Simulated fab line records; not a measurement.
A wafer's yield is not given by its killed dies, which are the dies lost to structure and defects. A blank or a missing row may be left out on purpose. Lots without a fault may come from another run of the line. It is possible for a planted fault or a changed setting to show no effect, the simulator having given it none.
fab line records	flow berkeley-cmos170
record lots=15	wafers=45	last-day=13
route steps=331 shown CONTACT@233 V1@267 M2@272
lots that met no fault: from a run of the same line without faults
start-h: hours from the record's opening day to when the first of the lot's shown wafers began	wait-h: time in hours since the lot's previous step	" the same as in the row above	L1.1+2: a single row standing in for several wafers	- no value, or no start was given	* or withheld: withheld	< > ~ a bound
route shown NAME@n: NAME is a module with steps in the file, n the number in the route of the first one	usual: mean/standard deviation of fault-free wafers	same: alike in all rows	chamber/n: place in a boat	sites: the reading at each site	_std_site: standard deviation of those values	_edge_site: inner sites' mean taken away from outer sites' mean	radius-mm: how far each site lies from the wafer's centre	mask NAME#n: copy n	behind: the most recent tool/chamber to have shaped the wafer	hold: why the lot was held/for how many hours/how that ended	device: names the non-switching transistor (n, p or np)	end of line: the route-end tests of the same wafers	where a step has no rows: the recipe by itself	killed: at the first sort, the dies lost to defects and structure; wafer yield is something else	map: the dies of a wafer, with x for killed, . for not killed, _ for no die there
set.NAME: the setting as run; set.NAME@STEP: as run at that earlier step	model.NAME: the simulator's own value behind a step, which no gauge read
the route's steps for a sample of lots (tables are steps, rows are wafers)
services: from which hour (start-h, from the record's first day; less than 0 if before it) a tool's chamber was out of use, for how many hours, and why
## steps
# step UCB170_CONTACT_ETCH_17
# recipe chemistry=N2/H2	target-depth-a=withheld	overetch-a=withheld	target=BARC	time-s=withheld	source-w=500	bias-w=100	pressure-mtorr=29.45	n2-flow-sccm=100	h2-flow-sccm=200
# usual drypump-motor-current-A=5.7/0.36	n2-flow-sccm=100.0/0.31	oes-product-au=0.983/0.025	throttle-valve-pct=13.46/0.25
lot.wafer	tool	chamber	start-h	wait-h	drypump-motor-current-A	n2-flow-sccm	oes-product-au	throttle-valve-pct
L955.3	rie-diel-01	0	174.41	0.0	5.7	100.2	0.976	13.84
L955.4	"	2	"	"	5.7	99.7	0.973	13.61
L955.6	"	0	"	"	5.7	100.3	0.987	13.85
L954.1	rie-diel-03	3	174.73	0.0	6.0	99.9	0.940	13.49
L954.2	"	0	"	"	5.9	100.0	1.020	13.57
L954.3	"	1	"	"	5.4	99.9	1.001	13.01
L958.1	rie-diel-01	2	184.51	0.0	5.7	100.4	0.969	13.61
L958.2	"	0	"	"	5.7	100.3	0.974	13.85
L958.6	"	0	"	"	5.7	100.8	0.973	13.85
L959.2	rie-diel-02	0	184.84	0.0	5.9	99.6	0.987	13.27
L959.4	"	0	"	"	5.9	99.5	0.982	13.27
L959.5	"	3	"	"	6.3	100.5	1.009	13.22
L957.1	rie-diel-03	0	186.21	0.0	5.9	100.6	1.016	13.57
L957.2	"	3	"	"	6.1	100.6	0.939	13.47
L957.3	"	1	"	"	5.4	100.2	0.978	13.00
L962.2	rie-diel-01	2	210.01	0.0	5.7	100.1	0.958	13.60
L962.4	"	3	"	"	5.2	99.9	0.955	13.62
L962.5	"	0	"	"	5.7	100.1	0.976	13.85
L961.2	rie-diel-02	3	211.00	0.0	6.3	100.0	1.010	13.21
L961.3	"	2	"	"	5.4	100.0	1.002	13.44
L961.5	"	1	"	"	6.2	100.3	0.997	13.63
L963.1	rie-diel-01	0	212.16	0.0	5.7	100.4	0.968	13.84
L963.5	"	2	"	"	5.7	100.5	0.956	13.60
L963.6	"	1	"	"	5.1	100.3	0.953	13.18
L965.1	rie-diel-01	2	212.56	0.0	5.7	100.3	0.956	13.61
L965.3	"	3	"	"	5.2	100.3	0.955	13.63
L965.5	"	0	"	"	5.7	100.1	0.980	13.86
L966.1	rie-diel-02	1	216.06	0.0	6.2	100.1	1.014	13.65
L966.3	"	2	"	"	5.4	99.9	1.019	13.46
L966.5	"	0	"	"	5.9	100.5	0.989	13.27
L969.1	rie-diel-01	1	248.98	0.0	5.1	100.2	0.959	13.19
L969.4	"	1	"	"	5.1	100.5	0.961	13.17
L969.6	"	3	"	"	5.2	100.6	0.955	13.62
L973.1	rie-diel-01	2	258.66	0.0	5.7	100.0	0.975	13.61
L973.2	"	0	"	"	5.7	99.8	0.981	13.84
L973.5	"	3	"	"	5.2	99.9	0.961	13.62
L972.2	rie-diel-03	2	258.90	0.0	5.5	99.5	1.007	13.59
L972.4	"	0	"	"	5.9	99.6	1.015	13.57
L972.6	"	0	"	"	5.9	100.1	1.020	13.58
L974.1	rie-diel-03	3	281.74	0.0	6.0	99.7	0.934	13.49
L974.2	"	1	"	"	5.3	99.6	1.001	13.02
L974.5	"	0	"	"	5.8	100.1	1.010	13.57
L977.1	rie-diel-01	3	285.25	0.0	5.2	100.3	0.951	13.61
L977.2	"	2	"	"	5.7	100.1	0.972	13.62
L977.5	"	3	"	"	5.2	99.9	0.966	13.62
# step UCB170_V1_OVL_MEAS_13
# usual V1_OVL=4/4.5
lot.wafer	tool	chamber	start-h	wait-h	V1_OVL[nm]
L955.3	overlay-02	-	180.20	0.1	10
L955.4	"	-	"	"	6
L955.6	"	-	"	"	6
L954.1	overlay-02	-	181.42	0.1	2
L954.2	"	-	"	"	3
L954.3	"	-	"	"	1
L958.1	overlay-01	-	192.25	0.1	8
L958.2	"	-	"	"	1
L958.6	"	-	"	"	3
L959.2	overlay-01	-	192.81	0.1	-1
L959.4	"	-	"	"	-3
L959.5	"	-	"	"	2
L957.1	overlay-02	-	197.17	0.1	0
L957.2	"	-	"	"	-5
L957.3	"	-	"	"	1
L962.2	overlay-02	-	215.77	0.1	10
L962.4	"	-	"	"	7
L962.5	"	-	"	"	2
L961.2	overlay-01	-	217.11	0.1	6
L961.3	"	-	"	"	4
L961.5	"	-	"	"	12
L963.1	overlay-01	-	218.45	0.1	8
L963.5	"	-	"	"	-3
L963.6	"	-	"	"	4
L965.1	overlay-02	-	220.42	0.1	9
L965.3	"	-	"	"	7
L965.5	"	-	"	"	1
L966.1	overlay-02	-	222.12	0.1	4
L966.3	"	-	"	"	-1
L966.5	"	-	"	"	3
L969.1	overlay-01	-	254.91	0.1	2
L969.4	"	-	"	"	1
L969.6	"	-	"	"	5
L973.1	overlay-02	-	264.52	0.1	2
L973.2	"	-	"	"	8
L973.5	"	-	"	"	5
L972.2	overlay-01	-	266.09	0.1	-4
L972.4	"	-	"	"	-5
L972.6	"	-	"	"	-6
L974.1	overlay-02	-	287.66	0.1	6
L974.2	"	-	"	"	-2
L974.5	"	-	"	"	-1
L977.1	overlay-02	-	294.45	0.1	-3
L977.2	"	-	"	"	8
L977.5	"	-	"	"	7
# step UCB170_M2_SPUTTER_01
# recipe material=Al	target-thk-nm=900	time-s=120	power-w=6000	chamber-pressure-pa=0.5
# usual throttle-valve-pct=29.8/1.4
lot.wafer	tool	chamber	start-h	wait-h	throttle-valve-pct
L955.3	pvd-sputter-03	-	180.69	0.0	29.3
L955.4	"	-	"	"	28.8
L955.6	"	-	"	"	31.0
L954.1	pvd-sputter-04	-	181.92	0.0	31.1
L954.2	"	-	"	"	31.7
L954.3	"	-	"	"	29.1
L958.1	pvd-sputter-02	-	192.76	0.0	30.3
L958.2	"	-	"	"	30.4
L958.6	"	-	"	"	28.8
L959.2	pvd-sputter-04	-	193.31	0.0	31.4
L959.4	"	-	"	"	31.4
L959.5	"	-	"	"	31.4
L957.1	pvd-sputter-02	-	197.67	0.0	30.5
L957.2	"	-	"	"	26.9
L957.3	"	-	"	"	28.5
L962.2	pvd-sputter-02	-	216.27	0.0	30.0
L962.4	"	-	"	"	27.1
L962.5	"	-	"	"	28.5
L961.2	pvd-sputter-04	-	217.60	0.0	31.8
L961.3	"	-	"	"	28.8
L961.5	"	-	"	"	31.9
L963.1	pvd-sputter-02	-	218.95	0.0	28.4
L963.5	"	-	"	"	28.5
L963.6	"	-	"	"	30.0
L965.1	pvd-sputter-02	-	220.93	0.0	26.9
L965.3	"	-	"	"	30.3
L965.5	"	-	"	"	27.0
L966.1	pvd-sputter-03	-	222.62	0.0	29.4
L966.3	"	-	"	"	31.2
L966.5	"	-	"	"	29.4
L969.1	pvd-sputter-02	-	255.42	0.0	30.2
L969.4	"	-	"	"	28.5
L969.6	"	-	"	"	30.2
L973.1	pvd-sputter-04	-	265.02	0.0	31.3
L973.2	"	-	"	"	28.9
L973.5	"	-	"	"	29.1
L972.2	pvd-sputter-02	-	266.58	0.0	28.3
L972.4	"	-	"	"	30.3
L972.6	"	-	"	"	28.7
L974.1	pvd-sputter-02	-	288.16	0.0	29.8
L974.2	"	-	"	"	28.4
L974.5	"	-	"	"	30.2
L977.1	pvd-sputter-03	-	294.95	0.0	29.1
L977.2	"	-	"	"	28.6
L977.5	"	-	"	"	28.6
# step UCB170_M2_RS_MEAS_02
# recipe thk-meas-gauge=four-point-probe	reads=Al_of_M2_SPUTTER_01
# usual M2_AL_RS=0.0323/0.00046
lot.wafer	tool	chamber	start-h	wait-h	M2_AL_RS[ohm/sq]
L955.3	film-metro-03	-	180.81	0.1	0.0328
L955.4	"	-	"	"	0.0322
L955.6	"	-	"	"	0.0329
L954.1	film-metro-03	-	182.01	0.0	0.0316
L954.2	"	-	"	"	0.0321
L954.3	"	-	"	"	0.0316
L958.1	film-metro-02	-	192.84	0.0	0.0323
L958.2	"	-	"	"	0.0317
L958.6	"	-	"	"	0.0322
L959.2	film-metro-02	-	193.41	0.1	0.0313
L959.4	"	-	"	"	0.0315
L959.5	"	-	"	"	0.0313
L957.1	film-metro-04	-	197.75	0.0	0.0316
L957.2	"	-	"	"	0.0329
L957.3	"	-	"	"	0.0322
L962.2	film-metro-02	-	216.37	0.1	0.0321
L962.4	"	-	"	"	0.0336
L962.5	"	-	"	"	0.0325
L961.2	film-metro-02	-	217.70	0.1	0.0328
L961.3	"	-	"	"	0.0319
L961.5	"	-	"	"	0.0327
L963.1	film-metro-03	-	219.04	0.0	0.0324
L963.5	"	-	"	"	0.0322
L963.6	"	-	"	"	0.0320
L965.1	film-metro-03	-	221.08	0.1	0.0331
L965.3	"	-	"	"	0.0319
L965.5	"	-	"	"	0.0327
L966.1	film-metro-02	-	222.71	0.0	0.0329
L966.3	"	-	"	"	0.0327
L966.5	"	-	"	"	0.0328
L969.1	film-metro-04	-	255.50	0.0	0.0179
L969.4	"	-	"	"	0.0180
L969.6	"	-	"	"	0.0179
L973.1	film-metro-03	-	265.11	0.0	0.0322
L973.2	"	-	"	"	0.0320
L973.5	"	-	"	"	0.0325
L972.2	film-metro-04	-	266.68	0.1	0.0182
L972.4	"	-	"	"	0.0180
L972.6	"	-	"	"	0.0180
L974.1	film-metro-03	-	288.25	0.0	0.0179
L974.2	"	-	"	"	0.0179
L974.5	"	-	"	"	0.0178
L977.1	film-metro-03	-	295.04	0.0	0.0330
L977.2	"	-	"	"	0.0320
L977.5	"	-	"	"	0.0322
# step UCB170_M2_THK_MEAS_03
# recipe thk-meas-gauge=xrf	reads=Al_of_M2_SPUTTER_01
# usual M2_AL_THK=910/13
lot.wafer	tool	chamber	start-h	wait-h	M2_AL_THK[nm]
L955.3	film-metro-03	-	180.91	0.1	896
L955.4	"	-	"	"	916
L955.6	"	-	"	"	893
L954.1	film-metro-03	-	182.13	0.1	927
L954.2	"	-	"	"	911
L954.3	"	-	"	"	925
L958.1	film-metro-02	-	192.96	0.1	912
L958.2	"	-	"	"	932
L958.6	"	-	"	"	913
L959.2	film-metro-02	-	193.52	0.1	941
L959.4	"	-	"	"	935
L959.5	"	-	"	"	941
L957.1	film-metro-04	-	197.87	0.1	929
L957.2	"	-	"	"	887
L957.3	"	-	"	"	909
L962.2	film-metro-02	-	216.48	0.1	922
L962.4	"	-	"	"	882
L962.5	"	-	"	"	906
L961.2	film-metro-02	-	217.81	0.1	907
L961.3	"	-	"	"	930
L961.5	"	-	"	"	907
L963.1	film-metro-03	-	219.16	0.1	910
L963.5	"	-	"	"	914
L963.6	"	-	"	"	921
L965.1	film-metro-03	-	221.20	0.1	891
L965.3	"	-	"	"	927
L965.5	"	-	"	"	898
L966.1	film-metro-02	-	222.83	0.1	902
L966.3	"	-	"	"	909
L966.5	"	-	"	"	906
L969.1	film-metro-04	-	255.62	0.1	1634
L969.4	"	-	"	"	1630
L969.6	"	-	"	"	1632
L973.1	film-metro-03	-	265.23	0.1	915
L973.2	"	-	"	"	922
L973.5	"	-	"	"	903
L972.2	film-metro-04	-	266.79	0.1	1620
L972.4	"	-	"	"	1617
L972.6	"	-	"	"	1619
L974.1	film-metro-03	-	288.37	0.1	1630
L974.2	"	-	"	"	1629
L974.5	"	-	"	"	1638
L977.1	film-metro-03	-	295.16	0.1	889
L977.2	"	-	"	"	916
L977.5	"	-	"	"	911
# step UCB170_M2_STRIP_07
# recipe chemistry=O2	power-w=400	pressure-mtorr=3500	platen-temp-c=withheld	o2-flow-sccm=400	overash-fraction=0.5
# usual drypump-motor-current-A=5.8/0.53	o2-flow-sccm=400.1/1.1	oes-product-au=0.735/0.005	strip-time-to-endpoint-s=21.95/0.071
lot.wafer	tool	chamber	start-h	wait-h	drypump-motor-current-A	o2-flow-sccm	oes-product-au	rf-hours-counter-h	strip-time-to-endpoint-s
L955.3	plasma-asher-02	0	181.43	0.1	5.6	401.0	0.738	-	21.89
L955.4	"	1	"	"	4.7	400.4	0.728	-	21.85
L955.6	"	0	"	"	5.6	401.1	0.727	-	21.88
L954.1	plasma-asher-01	0	182.64	0.1	6.5	400.9	0.736	37	21.95
L954.2	"	1	"	"	6.0	399.3	0.731	37	21.95
L954.3	"	0	"	"	6.5	399.4	0.732	-	22.02
L958.1	plasma-asher-04	1	193.88	0.1	6.1	399.5	0.737	51	21.95
L958.2	"	0	"	"	5.7	399.9	0.737	51	21.96
L958.6	"	0	"	"	5.7	399.4	0.729	-	21.88
L959.2	plasma-asher-04	0	194.61	0.1	5.7	400.8	0.745	51	22.07
L959.4	"	0	"	"	5.8	399.7	0.743	-	22.04
L959.5	"	1	"	"	6.1	398.9	0.735	-	22.00
L957.1	plasma-asher-01	1	198.38	0.1	5.9	401.9	0.733	39	21.84
L957.2	"	0	"	"	6.5	399.3	0.727	39	21.85
L957.3	"	1	"	"	6.0	400.3	0.743	-	21.84
L962.2	plasma-asher-02	1	216.98	0.1	4.7	402.7	0.730	10	22.00
L962.4	"	1	"	"	4.7	401.6	0.732	-	22.06
L962.5	"	1	"	"	4.7	402.1	0.739	-	21.95
L961.2	plasma-asher-02	0	218.44	0.1	5.5	399.7	0.734	10	21.86
L961.3	"	0	"	"	5.6	399.7	0.732	-	21.93
L961.5	"	0	"	"	5.5	398.0	0.737	-	21.91
L963.1	plasma-asher-01	1	219.78	0.1	6.0	398.9	0.728	41	21.79
L963.5	"	1	"	"	6.0	401.0	0.737	-	21.85
L963.6	"	0	"	"	6.5	399.5	0.737	-	21.77
L965.1	plasma-asher-01	0	221.71	0.1	6.5	400.3	0.738	41	22.02
L965.3	"	0	"	"	6.5	400.3	0.731	-	21.92
L965.5	"	0	"	"	6.5	399.3	0.739	-	22.01
L966.1	plasma-asher-02	0	223.78	0.1	5.6	400.9	0.737	11	21.97
L966.3	"	0	"	"	5.5	399.6	0.739	-	22.03
L966.5	"	0	"	"	5.5	399.9	0.730	-	21.95
L969.1	plasma-asher-02	1	256.29	0.1	4.7	401.2	0.729	14	21.96
L969.4	"	1	"	"	4.8	400.1	0.742	-	21.97
L969.6	"	0	"	"	5.5	399.8	0.731	-	22.01
L973.1	plasma-asher-01	1	265.74	0.1	5.9	399.7	0.736	45	22.06
L973.2	"	0	"	"	6.5	399.6	0.729	45	22.03
L973.5	"	1	"	"	5.9	400.9	0.742	-	22.09
L972.2	plasma-asher-04	0	267.29	0.1	5.7	401.4	0.729	59	22.03
L972.4	"	1	"	"	6.2	399.2	0.727	-	21.98
L972.6	"	0	"	"	5.7	400.1	0.733	-	21.96
L974.1	plasma-asher-04	1	289.24	0.1	6.1	398.7	0.740	61	21.95
L974.2	"	0	"	"	5.8	400.5	0.730	61	22.00
L974.5	"	1	"	"	6.1	400.6	0.738	-	21.96
L977.1	plasma-asher-02	0	296.10	0.1	5.5	399.2	0.742	18	21.95
L977.2	"	1	"	"	4.8	398.7	0.739	18	22.02
L977.5	"	0	"	"	5.5	399.0	0.731	-	21.96
# step UCB170_M2_METAL_ETCH_18
# recipe chemistry=Cl2/BCl3	target=Al	stop-on=SiO2	pressure-mtorr=12	target-depth-a=11700	over-etch-frac=0.3	time-s=195	icp-w=600	bias-w=120	Cl2_flow_sccm=90	bcl3-flow-sccm=45
# usual drypump-motor-current-A=5.3/0.41	oes-product-au=0.859/0.014	throttle-valve-pct=24.52/0.22
lot.wafer	tool	chamber	start-h	wait-h	drypump-motor-current-A	oes-product-au	rf-hours-counter-h	throttle-valve-pct
L955.3	rie-metal-03	0	183.12	-	5.2	0.866	-	24.65
L955.4	"	1	"	"	5.9	0.868	-	24.75
L955.6	"	0	"	"	5.2	0.866	-	24.66
L954.1	rie-metal-02	0	184.27	-	5.0	0.848	1.2	24.29
L954.2	"	1	"	"	4.8	0.846	4.2	24.19
L954.3	"	0	"	"	5.0	0.846	-	24.26
L958.1	rie-metal-01	0	196.45	-	5.7	0.855	4.9	24.71
L958.2	"	1	"	"	5.0	0.883	6.5	24.31
L958.6	"	0	"	"	5.7	0.852	-	24.71
L959.2	rie-metal-03	1	196.71	-	6.0	0.887	1.7	24.74
L959.4	"	0	"	"	5.2	0.877	-	24.64
L959.5	"	1	"	"	5.9	0.878	-	24.74
L957.1	rie-metal-01	1	200.21	-	5.0	0.882	6.7	24.32
L957.2	"	0	"	"	5.7	0.846	5.1	24.71
L957.3	"	1	"	"	5.0	0.877	-	24.32
L962.2	rie-metal-03	0	218.35	-	5.2	0.876	6.4	24.66
L962.4	"	1	"	"	5.9	0.847	-	24.78
L962.5	"	0	"	"	5.2	0.863	-	24.65
L961.2	rie-metal-02	0	220.15	-	5.0	0.835	2.4	24.28
L961.3	"	0	"	"	5.0	0.849	-	24.27
L961.5	"	1	"	"	4.8	0.842	-	24.18
L963.1	rie-metal-01	1	221.27	-	5.0	0.874	7.3	24.30
L963.5	"	1	"	"	5.0	0.876	-	24.32
L963.6	"	0	"	"	5.7	0.858	-	24.72
L965.1	rie-metal-01	0	224.21	-	5.6	0.849	6.0	24.73
L965.3	"	0	"	"	5.7	0.855	-	24.71
L965.5	"	1	"	"	5.0	0.864	-	24.32
L966.1	rie-metal-03	1	225.71	-	5.9	0.858	2.3	24.77
L966.3	"	0	"	"	5.2	0.873	-	24.65
L966.5	"	0	"	"	5.2	0.868	-	24.66
L969.1	rie-metal-03	1	260.07	-	6.0	1.031	3.3	24.68
L969.4	"	1	"	"	5.9	1.036	-	24.68
L969.6	"	1	"	"	6.0	1.028	-	24.68
L973.1	rie-metal-01	1	267.18	-	5.0	0.873	8.4	24.31
L973.2	"	0	"	"	5.7	0.858	6.9	24.72
L973.5	"	1	"	"	5.0	0.872	-	24.32
L972.2	rie-metal-03	1	268.61	-	6.0	1.030	3.7	24.67
L972.4	"	0	"	"	5.2	1.036	-	24.59
L972.6	"	0	"	"	5.2	1.030	-	24.57
L974.1	rie-metal-03	1	290.73	-	6.0	1.034	3.9	24.67
L974.2	"	0	"	"	5.2	1.051	8.4	24.59
L974.5	"	0	"	"	5.2	1.044	-	24.58
L977.1	rie-metal-03	1	298.92	-	5.9	0.854	4.1	24.76
L977.2	"	0	"	"	5.2	0.875	8.6	24.64
L977.5	"	1	"	"	5.9	0.868	-	24.76
## services
tool	chamber	start-h	hours	kind
pvd-sputter-04	-	164.46	5.5	repair
rie-diel-02	-	164.94	0.4	repair
rie-diel-03	2	165.93	3.0	repair
pvd-sputter-02	-	167.51	4.7	repair
rie-diel-01	3	174.58	-	clean
rie-diel-01	3	174.58	25.7	scheduled-down
rie-diel-01	3	174.58	25.7	vent-cycle
rie-diel-02	2	181.88	-	clean
rie-diel-02	2	181.88	27.5	scheduled-down
rie-diel-02	2	181.88	27.5	vent-cycle
rie-metal-02	-	190.76	1.3	repair
rie-metal-03	1	202.48	5.5	repair
rie-diel-01	0	213.03	5.8	repair
rie-diel-01	-	213.30	0.9	repair
rie-diel-02	-	227.11	0.3	repair
rie-diel-01	0	244.41	9.2	repair
plasma-asher-01	-	246.58	2.8	pm
rie-metal-02	-	250.03	0.5	repair
rie-diel-01	3	254.61	2.0	repair
rie-diel-01	-	262.78	2.8	pm
rie-diel-01	-	269.59	15.6	pm
plasma-asher-02	-	286.19	2.1	repair
plasma-asher-01	-	290.64	1.6	repair
## key
first-sign step=UCB170_M2_RS_MEAS_02	reading=M2_AL_RS	direction=down	sigmas=31	usual=0.0323	struck=0.0180
effect step=UCB170_M2_THK_MEAS_03	reading=M2_AL_THK	direction=up	sigmas=55	usual=910	struck=1628
effect step=UCB170_M2_METAL_ETCH_18	reading=oes-product-au	direction=up	sigmas=12	usual=0.859	struck=1.035
more-kills-born-at UCB170_M2_METAL_ETCH_18@rie-metal-03=1574
met-at UCB170_M2_SPUTTER_01
struck-lots L969,L972,L974
later-rows-left-out L969.1,L969.4,L969.6,L972.2,L972.4,L972.6,L974.1,L974.2,L974.5
sort-left-out L969.1,L969.4,L969.6
not-acting-at UCB170_CONTACT_ETCH_17,UCB170_V1_OVL_MEAS_13,UCB170_M2_STRIP_07
onset-between 220.93 255.42
fault kind=process-parameter-drift	tool=pvd-sputter-02	chamber=-	onset-h=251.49	steps=UCB170_M2_SPUTTER_01	channel=target-thk-nm	offset=700.65	shape=step	end-h=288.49	acts-in=these-recipes-only	stated=900
# sort-left-out: the simulated sort isn't trusted on such a fault, so these wafers' sort isn't shown, and their yield isn't known
# later-rows-left-out: the simulator's readings of these wafers behind a module that went badly wrong aren't trusted and aren't shown, but for the sort
